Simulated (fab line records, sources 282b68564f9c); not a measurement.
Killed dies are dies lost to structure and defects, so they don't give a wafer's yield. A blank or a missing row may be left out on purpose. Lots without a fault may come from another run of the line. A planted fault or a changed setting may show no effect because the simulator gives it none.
Which tool did it? | flow rit_cmos | 15 lots, 45 wafers sampled, at 3 steps of a route of 202

WHAT THE GAUGES READ, wafer by wafer
RIT_PLDD_TW_MEAS_10.
lot  | measured    | on            | PLDD_TW
L533 | day 3 05:50 | film_metro-02 | 2369 2360 2366
L534 | day 3 10:44 | film_metro-02 | 2373 2376 2370
L535 | day 3 10:52 | film_metro-04 | 2323 2325 2334
L536 | day 3 19:10 | film_metro-02 | 2359 2352 2370
L537 | day 3 22:23 | film_metro-03 | 2376 2367 2375
L538 | day 4 02:23 | film_metro-03 | 2363 2367 2362
L539 | day 4 05:01 | film_metro-04 | 2365 2367 2366
L541 | day 4 17:34 | film_metro-02 | 2643 2646 2633 2640 2628 2644
L542 | day 5 05:17 | film_metro-02 | 2636 2633 2638 2627 2631 2633
L543 | day 5 10:30 | film_metro-02 | 2635 2636 2631 2638 2640 2638
L548 | day 6 09:47 | film_metro-04 | 2353 2354 2344
L551 | day 7 00:43 | film_metro-04 | 2338 2347 2343
L552 | day 7 05:26 | film_metro-02 | 2374 2369 2372
L555 | day 7 18:02 | film_metro-03 | 2382 2371 2388
L556 | day 7 20:46 | film_metro-02 | 2363 2370 2359

RIT_SDANNEAL_RS_MEAS_06: measures by four-point-probe.
lot  | measured    | on            | PLDD_RS (ohm/sq)
L533 | day 3 12:11 | film_metro-04 | 178.5 178.2 178.9
L534 | day 3 17:30 | film_metro-04 | 178.4 178.8 179.0
L535 | day 3 17:37 | film_metro-03 | 179.3 178.8 178.9
L536 | day 4 01:22 | film_metro-02 | 179.0 178.5 179.3
L537 | day 4 04:44 | film_metro-03 | 178.1 178.4 178.0
L538 | day 4 08:44 | film_metro-02 | 179.1 178.2 178.6
L539 | day 4 11:29 | film_metro-02 | 178.7 178.6 178.9
L541 | day 5 02:16 | film_metro-04 | 157.5 157.5 157.4 158.1 157.6 157.3
L543 | day 5 23:18 | film_metro-04 | 157.8 157.2 157.4 158.0 157.5 157.4
L548 | day 6 16:08 | film_metro-04 | 179.0 178.1 178.6
L551 | day 7 07:28 | film_metro-02 | 179.0 179.5 179.0
L552 | day 7 12:11 | film_metro-02 | 178.9 178.8 179.7
L555 | day 8 00:28 | film_metro-02 | 178.6 178.6 179.1
L556 | day 8 03:04 | film_metro-02 | 179.6 179.5 179.2

WHICH TOOL RAN EACH LOT (tool, then ch and the chambers of the sampled wafers, then the start)
lot  | RIT_PLDD_IMPLANT_08
L533 | implanter-01 ch 0, day 3 05:31
L534 | implanter-01 ch 0, day 3 10:25
L535 | implanter-03 ch 0, day 3 10:32
L536 | implanter-03 ch 0, day 3 18:52
L537 | implanter-01 ch 0, day 3 22:03
L538 | implanter-04 ch 0, day 4 02:04
L539 | implanter-04 ch 0, day 4 04:43
L541 | implanter-04 ch 0, day 4 17:15
L542 | implanter-04 ch 0, day 5 04:58
L543 | implanter-04 ch 0, day 5 10:13
L548 | implanter-01 ch 0, day 6 09:28
L551 | implanter-01 ch 0, day 7 00:25
L552 | implanter-01 ch 0, day 7 05:07
L555 | implanter-03 ch 0, day 7 17:43
L556 | implanter-01 ch 0, day 7 20:27
- RIT_PLDD_IMPLANT_08

WHAT THE TOOLS THEMSELVES READ (means of the sampled wafers that have a number; where no wafer has one, the mark that the record gives instead)
RIT_PLDD_IMPLANT_08.
lot  | tool         | dose_ions_cm2 | end_station_pressure_torr (Torr) | faraday_current_uA
L533 | implanter-01 | 9e+14         | 6.7e-06                          | 2816
L534 | implanter-01 | 9e+14         | 7.4e-06                          | 2823
L535 | implanter-03 | 9e+14         | 6.9e-06                          | 2818
L536 | implanter-03 | 9e+14         | 7.6e-06                          | 2874
L537 | implanter-01 | 9e+14         | 7.3e-06                          | 2771
L538 | implanter-04 | 9e+14         | 7.2e-06                          | 2875
L539 | implanter-04 | 9e+14         | 7.6e-06                          | 2831
L541 | implanter-04 | 1e+15         | 8.8e-06                          | 4517
L542 | implanter-04 | 1e+15         | 8.9e-06                          | 4430
L543 | implanter-04 | 1e+15         | 9.1e-06                          | 4615
L548 | implanter-01 | 9e+14         | 7.3e-06                          | 2791
L551 | implanter-01 | 9e+14         | 7.3e-06                          | 2815
L552 | implanter-01 | 9e+14         | 7.1e-06                          | 2789
L555 | implanter-03 | 9e+14         | 7.8e-06                          | 2794
L556 | implanter-01 | 9e+14         | 7.1e-06                          | 2804

THE ANSWER, worked out from the rows above alone
Rule: what is usual is taken from the lots themselves. Put in order of their means at a reading, lots are off if they are a third of the lots or fewer, leave a main group of 4 or more, and stand apart from it by a gap of 3 or more times the standard deviation of the main group's means; of several such gaps the widest counts. A main group whose means are all the same, to the digits that the tables above print for the reading, isn't used. A lot without any number at a reading at which 4 lots or more have one is off too. The other lots that the step has rows for count as sound. The gauges are gone through in route order, then the tools' own readings, and for those a lot's mean is taken as printed above. The first step at which some lot is off is used, and at that step the reading that is off furthest; a lot without a number counts as furthest.
Off: L541, L542, L543, at RIT_PLDD_TW_MEAS_10 (PLDD_TW). The main group: mean 2361, standard deviation 14.
A tool fits if, at a process step before that reading, it ran every lot that is off, and no sound lot after the first of them. The gauges at RIT_PLDD_TW_MEAS_10 aren't tried: what is off there is off at RIT_PLDD_IMPLANT_08 too, on other tools, and a gauge's error can't cause that. One fits: implanter-04 at RIT_PLDD_IMPLANT_08. Its last sound lot is L539 (day 4 04:43), its first lot that is off L541 (day 4 17:15): a fault that began between those two fits.
The tool's own readings at RIT_PLDD_IMPLANT_08 bear it out: on the lots that are off they differ by more than 5 times the standard deviation of the sound lots' means. dose_ions_cm2 reads 1e+15 there against 9e+14 on the sound lots; end_station_pressure_torr reads 8.9e-06 Torr there against 7.3e-06 Torr on the sound lots; faraday_current_uA reads 4521 there against 2817 on the sound lots.

WHAT THE SIMULATOR HAD PUT IN
Process parameter drift: implanter-04, from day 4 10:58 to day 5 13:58, at RIT_PLDD_IMPLANT_08. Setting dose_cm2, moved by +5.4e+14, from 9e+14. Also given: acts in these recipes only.
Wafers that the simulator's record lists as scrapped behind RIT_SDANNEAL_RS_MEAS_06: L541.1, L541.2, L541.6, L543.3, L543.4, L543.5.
Lots struck among those shown: L541, L542, L543. The rule above found the same.
